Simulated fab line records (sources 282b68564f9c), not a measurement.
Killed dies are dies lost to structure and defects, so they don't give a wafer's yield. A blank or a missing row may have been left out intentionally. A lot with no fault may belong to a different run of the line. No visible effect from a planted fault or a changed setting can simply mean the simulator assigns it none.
fab line records + flow ritCmos
[record]
- lots = 15
- wafers = 45
- lastDay = 7
route steps=202 shown SPACER@128 M1@202
lots that met no fault: from a run of the same line without faults
startH: start of the lot's first displayed wafer, in hours after the record's first day + waitH: hours elapsed since this lot's preceding step + " the same as in the row above + L1.1+2: one row covering several wafers at once + - no value, or no start was given + * or withheld: withheld + < > ~ a bound
route shown NAME@n: NAME is a module with steps in the file, n the number in the route of the first one + usual: mean and standard deviation over wafers with no fault + same: alike in all rows + chamber/n: place in a boat + sites: the reading at each site + _std_site: their standard deviation + _edge_site: the outer-site mean with the inner-site mean subtracted + radiusMm: how far each site lies from the wafer's centre + mask NAME#n: copy n + behind: tool/chamber where the wafer was last shaped + hold: why the lot was held/for how many hours/how that ended + device: which transistor (n, p or np) failed to switch + end of line: at the end of the route, the tests of the same wafers + a step with no rows: only its recipe + killed: dies that structure and defects cost at the first sort, which is not the same as the wafer's yield + map: a wafer's dies, marking killed ones x, the rest . and places with no die _
set.NAME: the setting that was run; set.NAME@STEP: the one run at that earlier step + model.NAME: the simulator's own value behind a step, which no gauge read
route steps across a sampled set of lots; one table per step, one row per wafer
services: from which hour (startH, from the record's first day; less than 0 if before it) a tool's chamber was out of use, for how many hours, and why
[[steps]]
[step RIT_SPACER_CVD_03]
[recipe]
- material = Si3N4
- targetThkNm = 250
- tempC = 810
- precursor = SiH2Cl2/NH3
- timeS = 3300
- pressureMtorr = 300
- sih2cl2FlowSccm = 60
- nh3FlowSccm = 150
| lot.wafer  | tool     | chamber | startH | waitH |
|------------|----------|---------|--------|-------|
| L912.2+4+6 | lpcvd-01 | 0       | 47.51  | 0.9   |
| L913.2+3+5 | lpcvd-01 | 0       | 53.53  | 0.7   |
| L914.1+3+4 | lpcvd-01 | 1       | 55.45  | 0.1   |
| L915.2+4+5 | lpcvd-01 | 1       | 59.61  | 0.0   |
| L916.1+3+6 | lpcvd-02 | 1       | 66.95  | 0.0   |
| L917.2+3+5 | lpcvd-01 | 0       | 73.56  | 0.0   |
| L918.1+2+4 | lpcvd-01 | 1       | 75.73  | 0.0   |
| L919.2+3+6 | lpcvd-01 | 0       | 84.85  | 0.0   |
| L921.2+5+6 | lpcvd-02 | 0       | 96.11  | 0.0   |
| L921.2+5+6 | lpcvd-01 | 0       | 98.85  | 0.8   |
| L922.1+3+5 | lpcvd-01 | 0       | 101.32 | 0.0   |
| L923.1+2+5 | lpcvd-02 | 0       | 103.97 | 0.0   |
| L923.1+2+5 | lpcvd-02 | 0       | 106.05 | 0.2   |
| L925.3+4+5 | lpcvd-02 | 1       | 113.96 | 0.0   |
| L928.1+3+6 | lpcvd-02 | 0       | 126.00 | 0.0   |
| L928.1+3+6 | lpcvd-02 | 0       | 129.05 | 0.2   |
| L933.1+2+5 | lpcvd-01 | 1       | 152.44 | 0.0   |
| L935.1+5+6 | lpcvd-01 | 1       | 163.52 | 0.0   |
[step RIT_SPACER_THK_MEAS_04]
[recipe]
- reads = Si3N4_of_SPACER_CVD_03
[usual]
- SPACER_NITRIDE_THK = 251.0/2.4
| lot.wafer | tool         | chamber | startH | waitH | SPACER_NITRIDE_THK[nm] |
|-----------|--------------|---------|--------|-------|------------------------|
| L912.2    | filmMetro-02 | -       | 49.44  | 0.0   | 252.9                  |
| L912.4    | "            | -       | "      | "     | 254.0                  |
| L912.6    | "            | -       | "      | "     | 252.6                  |
| L913.2    | filmMetro-01 | -       | 55.46  | 0.0   | 251.5                  |
| L913.3    | "            | -       | "      | "     | 251.8                  |
| L913.5    | "            | -       | "      | "     | 251.3                  |
| L914.1    | filmMetro-01 | -       | 57.36  | 0.0   | 251.2                  |
| L914.3    | "            | -       | "      | "     | 251.4                  |
| L914.4    | "            | -       | "      | "     | 248.3                  |
| L915.2    | filmMetro-04 | -       | 61.53  | 0.0   | 251.4                  |
| L915.4    | "            | -       | "      | "     | 252.6                  |
| L915.5    | "            | -       | "      | "     | 252.3                  |
| L916.1    | filmMetro-01 | -       | 68.86  | 0.0   | 250.7                  |
| L916.3    | "            | -       | "      | "     | 250.0                  |
| L916.6    | "            | -       | "      | "     | 248.6                  |
| L917.2    | filmMetro-02 | -       | 75.48  | 0.0   | 250.8                  |
| L917.3    | "            | -       | "      | "     | 251.2                  |
| L917.5    | "            | -       | "      | "     | 252.0                  |
| L918.1    | filmMetro-02 | -       | 77.64  | 0.0   | 248.1                  |
| L918.2    | "            | -       | "      | "     | 248.8                  |
| L918.4    | "            | -       | "      | "     | 247.5                  |
| L919.2    | filmMetro-02 | -       | 86.78  | 0.0   | 250.7                  |
| L919.3    | "            | -       | "      | "     | 248.9                  |
| L919.6    | "            | -       | "      | "     | 248.7                  |
| L921.2    | filmMetro-04 | -       | 100.77 | 0.0   | 499.4                  |
| L921.5    | "            | -       | "      | "     | 499.4                  |
| L921.6    | "            | -       | "      | "     | 498.8                  |
| L922.1    | filmMetro-02 | -       | 103.23 | 0.0   | 250.4                  |
| L922.3    | "            | -       | "      | "     | 248.8                  |
| L922.5    | "            | -       | "      | "     | 250.4                  |
| L923.1    | filmMetro-02 | -       | 107.97 | 0.0   | 502.4                  |
| L923.2    | "            | -       | "      | "     | 503.2                  |
| L923.5    | "            | -       | "      | "     | 502.2                  |
| L925.3    | filmMetro-02 | -       | 115.90 | 0.0   | 248.9                  |
| L925.4    | "            | -       | "      | "     | 249.9                  |
| L925.5    | "            | -       | "      | "     | 248.2                  |
| L928.1    | filmMetro-04 | -       | 131.92 | 0.0   | 503.1                  |
| L928.3    | "            | -       | "      | "     | 499.0                  |
| L928.6    | "            | -       | "      | "     | 499.4                  |
| L933.1    | filmMetro-04 | -       | 154.36 | 0.0   | 251.8                  |
| L933.2    | "            | -       | "      | "     | 252.0                  |
| L933.5    | "            | -       | "      | "     | 250.7                  |
| L935.1    | filmMetro-01 | -       | 165.44 | 0.0   | 251.8                  |
| L935.5    | "            | -       | "      | "     | 252.9                  |
| L935.6    | "            | -       | "      | "     | 251.1                  |
[step RIT_SPACER_ETCHBACK_05]
[recipe]
- targetDepthA = 2500
- SF6_flow_sccm = 30
- CHF3_flow_sccm = 30
- target = Si3N4
- chemistry = SF6/CHF3
- pressureMtorr = 40
- rfW = 250
- timeS = 240
- stopOn = SiO2
[usual]
- drypumpMotorCurrentA = 5.6/0.58
- oesProductAu = 0.846/0.012
- throttleValvePct = 10.32/0.15
| lot.wafer | tool       | chamber | startH | waitH | drypumpMotorCurrentA | oesProductAu | rfHoursCounterH | throttleValvePct |
|-----------|------------|---------|--------|-------|----------------------|--------------|-----------------|------------------|
| L912.2    | rieDiel-04 | 0       | 49.49  | 0.0   | 6.5                  | 0.859        | 6               | 10.48            |
| L912.4    | "          | 2       | "      | "     | 5.3                  | 0.871        | 129             | 10.47            |
| L912.6    | "          | 2       | "      | "     | 5.3                  | 0.863        | -               | 10.49            |
| L913.2    | rieDiel-03 | 3       | 55.51  | 0.0   | 6.2                  | 0.843        | 162             | 10.03            |
| L913.3    | "          | 2       | "      | "     | 5.6                  | 0.856        | 2               | 10.26            |
| L913.5    | "          | 2       | "      | "     | 5.6                  | 0.850        | -               | 10.26            |
| L914.1    | rieDiel-04 | 3       | 57.42  | 0.1   | 6.5                  | 0.840        | 122             | 10.37            |
| L914.3    | "          | 1       | "      | "     | 4.8                  | 0.832        | 70              | 10.26            |
| L914.4    | "          | 0       | "      | "     | 6.5                  | 0.844        | 6               | 10.47            |
| L915.2    | rieDiel-03 | 2       | 61.58  | 0.0   | 5.6                  | 0.844        | 2               | 10.25            |
| L915.4    | "          | 0       | "      | "     | 6.0                  | 0.839        | 43              | 10.37            |
| L915.5    | "          | 0       | "      | "     | 5.9                  | 0.842        | -               | 10.36            |
| L916.1    | rieDiel-04 | 3       | 68.92  | 0.1   | 6.5                  | 0.832        | 122             | 10.40            |
| L916.3    | "          | 2       | "      | "     | 5.3                  | 0.851        | 130             | 10.45            |
| L916.6    | "          | 2       | "      | "     | 5.3                  | 0.853        | -               | 10.47            |
| L917.2    | rieDiel-03 | 3       | 75.53  | 0.0   | 6.1                  | 0.841        | 162             | 10.06            |
| L917.3    | "          | 2       | "      | "     | 5.6                  | 0.847        | 2               | 10.26            |
| L917.5    | "          | 1       | "      | "     | 5.3                  | 0.854        | -               | 10.48            |
| L918.1    | rieDiel-01 | 3       | 77.70  | 0.1   | 4.9                  | 0.847        | 128             | 10.37            |
| L918.2    | "          | 2       | "      | "     | 5.7                  | 0.845        | 6               | 10.13            |
| L918.4    | "          | 0       | "      | "     | 4.7                  | 0.847        | 162             | 10.51            |
| L919.2    | rieDiel-03 | 1       | 86.83  | 0.0   | 5.3                  | 0.838        | 19              | 10.47            |
| L919.3    | "          | 0       | "      | "     | 6.0                  | 0.824        | 44              | 10.37            |
| L919.6    | "          | 3       | "      | "     | 6.1                  | 0.841        | -               | 10.06            |
| L921.2    | rieDiel-04 | 2       | 100.82 | 0.0   | 5.3                  | 1.004        | 130             | 10.53            |
| L921.5    | "          | 0       | "      | "     | 6.5                  | 1.004        | -               | 10.54            |
| L921.6    | "          | 3       | "      | "     | 6.4                  | 0.980        | -               | 10.43            |
| L922.1    | rieDiel-01 | 1       | 103.29 | 0.1   | 5.2                  | 0.831        | 152             | 10.21            |
| L922.3    | "          | 3       | "      | "     | 4.9                  | 0.849        | 128             | 10.40            |
| L922.5    | "          | 3       | "      | "     | 4.9                  | 0.856        | -               | 10.38            |
| L923.1    | rieDiel-01 | 2       | 108.03 | 0.1   | 5.7                  | 1.025        | 7               | 10.19            |
| L923.2    | "          | 1       | "      | "     | 5.2                  | 0.990        | 152             | 10.26            |
| L923.5    | "          | 2       | "      | "     | 5.7                  | 1.026        | -               | 10.18            |
| L925.3    | rieDiel-03 | 1       | 115.94 | 0.0   | 5.3                  | 0.844        | 20              | 10.48            |
| L925.4    | "          | 2       | "      | "     | 5.6                  | 0.843        | 3               | 10.24            |
| L925.5    | "          | 3       | "      | "     | 6.1                  | 0.852        | -               | 10.03            |
| L928.1    | rieDiel-01 | 3       | 131.98 | 0.1   | 4.9                  | 0.997        | 129             | 10.43            |
| L928.3    | "          | 2       | "      | "     | 5.7                  | 1.003        | 7               | 10.17            |
| L928.6    | "          | 3       | "      | "     | 4.9                  | 0.999        | -               | 10.45            |
| L933.1    | rieDiel-03 | 0       | 154.42 | 0.1   | 5.9                  | 0.834        | 45              | 10.37            |
| L933.2    | "          | 3       | "      | "     | 6.1                  | 0.864        | 1               | 10.03            |
| L933.5    | "          | 0       | "      | "     | 5.9                  | 0.839        | -               | 10.36            |
| L935.1    | rieDiel-03 | 0       | 165.50 | 0.1   | 5.9                  | 0.841        | 45              | 10.35            |
| L935.5    | "          | 3       | "      | "     | 6.1                  | 0.857        | -               | 10.04            |
| L935.6    | "          | 0       | "      | "     | 6.0                  | 0.840        | -               | 10.36            |
[step RIT_M1_PROBE_99]
[usual]
- killedAtContacts = 0.1/0.3
- killedAtFrontEnd = 6.9/2.9
- killedDies = 7.0/2.9
- killedOnRim = 1.8/1.4
- killedOpen = 3.3/2
- killedShort = 3.7/2
[same]
- grossDies = 264
- killed_at_M0_to_M3 = 0
- killed_at_M4_up = 0
- killedAtBackSide = 0
- killedAtOther = 0
| lot.wafer | tool      | chamber | startH | waitH | killedAtContacts | killedAtFrontEnd | killedDies | killedOnRim | killedOpen | killedShort |
|-----------|-----------|---------|--------|-------|------------------|------------------|------------|-------------|------------|-------------|
| L921.2    | prober-02 | -       | 114.36 | 0.1   | 0                | 264              | 264        | 70          | 3          | 2           |
| L921.5    | prober-02 | -       | 114.51 | 0.2   | 0                | 264              | 264        | 70          | 3          | 8           |
| L921.6    | prober-02 | -       | 114.56 | 0.2   | 0                | 264              | 264        | 70          | 3          | 7           |
| L923.1    | prober-01 | -       | 120.23 | 0.1   | 0                | 264              | 264        | 70          | 3          | 3           |
| L923.2    | prober-01 | -       | 120.28 | 0.1   | 0                | 264              | 264        | 70          | 4          | 2           |
| L923.5    | prober-01 | -       | 120.43 | 0.2   | 0                | 264              | 264        | 70          | 5          | 6           |
| L928.1    | prober-02 | -       | 144.67 | 0.1   | 0                | 264              | 264        | 70          | 2          | 2           |
| L928.3    | prober-02 | -       | 144.77 | 0.2   | 0                | 264              | 264        | 70          | 0          | 5           |
| L928.6    | prober-02 | -       | 144.92 | 0.2   | 0                | 264              | 264        | 70          | 1          | 2           |
| L933.1    | prober-02 | -       | 165.94 | 0.1   | 0                | 4                | 4          | 2           | 2          | 2           |
| L933.5    | prober-02 | -       | 166.14 | 0.2   | 0                | 8                | 8          | 2           | 1          | 7           |
// killed by level:class
L921.2 SPACER:areaEtchback=259 GATE:geometricParticle:open=3 GATE:geometricParticle:short=2
L921.5 SPACER:areaEtchback=253 GATE:geometricParticle:short=4 FOX1:geometricParticle:short=2 SPACER:geometricParticle:open=2 FOX1:geometricParticle:open=1 REOX:geometricParticle:short=1 SPACER:geometricParticle:short=1
L921.6 SPACER:areaEtchback=254 REOX:geometricParticle:short=3 GATE:geometricParticle:short=2 SILICIDE:geometricParticle:short=2 GATE:geometricParticle:open=1 SPACER:geometricParticle:open=1 SILICIDE:geometricParticle:open=1
L923.1 SPACER:areaEtchback=258 REOX:geometricParticle:short=2 FOX1:geometricParticle:open=1 FOX2:geometricParticle:short=1 GATE:geometricParticle:open=1 REOX:geometricParticle:open=1
L923.2 SPACER:areaEtchback=258 GATE:geometricParticle:open=2 REOX:geometricParticle:open=1 REOX:geometricParticle:short=1 SPACER:geometricParticle:short=1 SILICIDE:geometricParticle:open=1
L923.5 SPACER:areaEtchback=253 FOX1:geometricParticle:short=2 GATE:geometricParticle:open=2 FOX2:geometricParticle:open=1 GATE:geometricParticle:short=1 REOX:geometricParticle:open=1 REOX:geometricParticle:short=1 SPACER:geometricParticle:short=1
L928.1 SPACER:areaEtchback=260 FOX2:geometricParticle:short=1 FOX2:geometricParticle:open=1 GATE:geometricParticle:open=1 SILICIDE:geometricParticle:short=1
L928.3 SPACER:areaEtchback=259 GATE:geometricParticle:short=3 FOX1:geometricParticle:short=1 FOX2:geometricParticle:short=1
L928.6 SPACER:areaEtchback=261 SPACER:geometricParticle:short=2 GATE:geometricParticle:open=1
L933.1 GATE:geometricParticle:short=2 FOX2:geometricParticle:open=1 GATE:geometricParticle:open=1
L933.5 GATE:geometricParticle:short=3 SPACER:geometricParticle:short=3 SPACER:geometricParticle:open=1 SILICIDE:geometricParticle:short=1
[[services]]
| tool       | chamber | startH | hours | kind          |
|------------|---------|--------|-------|---------------|
| lpcvd-02   | -       | 49.99  | 14.6  | pm            |
| rieDiel-01 | -       | 57.16  | 2.8   | pm            |
| rieDiel-03 | 3       | 90.54  | -     | clean         |
| rieDiel-03 | 3       | 90.54  | 23.7  | scheduledDown |
| rieDiel-03 | 3       | 90.54  | 23.7  | ventCycle     |
| rieDiel-03 | -       | 94.00  | 14.6  | pm            |
| rieDiel-01 | 0       | 94.53  | -     | clean         |
| rieDiel-01 | 0       | 94.53  | 21.7  | scheduledDown |
| rieDiel-01 | 0       | 94.53  | 21.7  | ventCycle     |
| rieDiel-04 | 3       | 126.81 | 10.0  | repair        |
| rieDiel-01 | 3       | 134.77 | 19.6  | repair        |
| rieDiel-01 | 2       | 146.90 | 9.8   | repair        |
| rieDiel-03 | 2       | 153.87 | 3.2   | repair        |
| rieDiel-01 | 1       | 156.73 | -     | clean         |
| rieDiel-01 | 1       | 156.73 | 13.0  | scheduledDown |
| rieDiel-01 | 1       | 156.73 | 13.0  | ventCycle     |
[[key]]
[firstSign]
- step = RIT_SPACER_CVD_03
- reading = visit
- direction = added
[effect]
- step = RIT_SPACER_THK_MEAS_04
- reading = SPACER_NITRIDE_THK
- direction = up
- sigmas = 99+
- usual = 251.0
- struck = 500.8
[effect]
- step = RIT_SPACER_ETCHBACK_05
- reading = oesProductAu
- direction = up
- sigmas = 13
- usual = 0.846
- struck = 1.003
[effect]
- step = RIT_M1_PROBE_99
- reading = killedAtFrontEnd
- direction = up
- sigmas = 89
- usual = 6.9
- struck = 264
[moreKillsBornAt]
- RIT_SPACER_ETCHBACK_05@rieDiel-01 = 1549
- RIT_SPACER_ETCHBACK_05@rieDiel-04 = 766
metAt RIT_SPACER_CVD_03
struckLots L921,L923,L928
laterRowsLeftOut L921.2,L921.5,L921.6,L923.1,L923.2,L923.5,L928.1,L928.3,L928.6
testerLeftOut L921,L923,L928
[fault]
- kind = repeatedStepWhole
- tool = lpcvd-01,lpcvd-02
- chamber = -
- onsetH = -
- steps = RIT_SPACER_CVD_03
- times = 1
- scope = struckLotsOnly
// testerLeftOut: of these lots the tester's yield and bins aren't shown, on N5 and GAA mostly nor the transistor test; their killed dies are dies lost to structure and defects alone, not to doping, threshold or leakage, so they don't give the yield
// laterRowsLeftOut: the simulator's readings of these wafers behind a module that went badly wrong aren't trusted and aren't shown, but for the sort
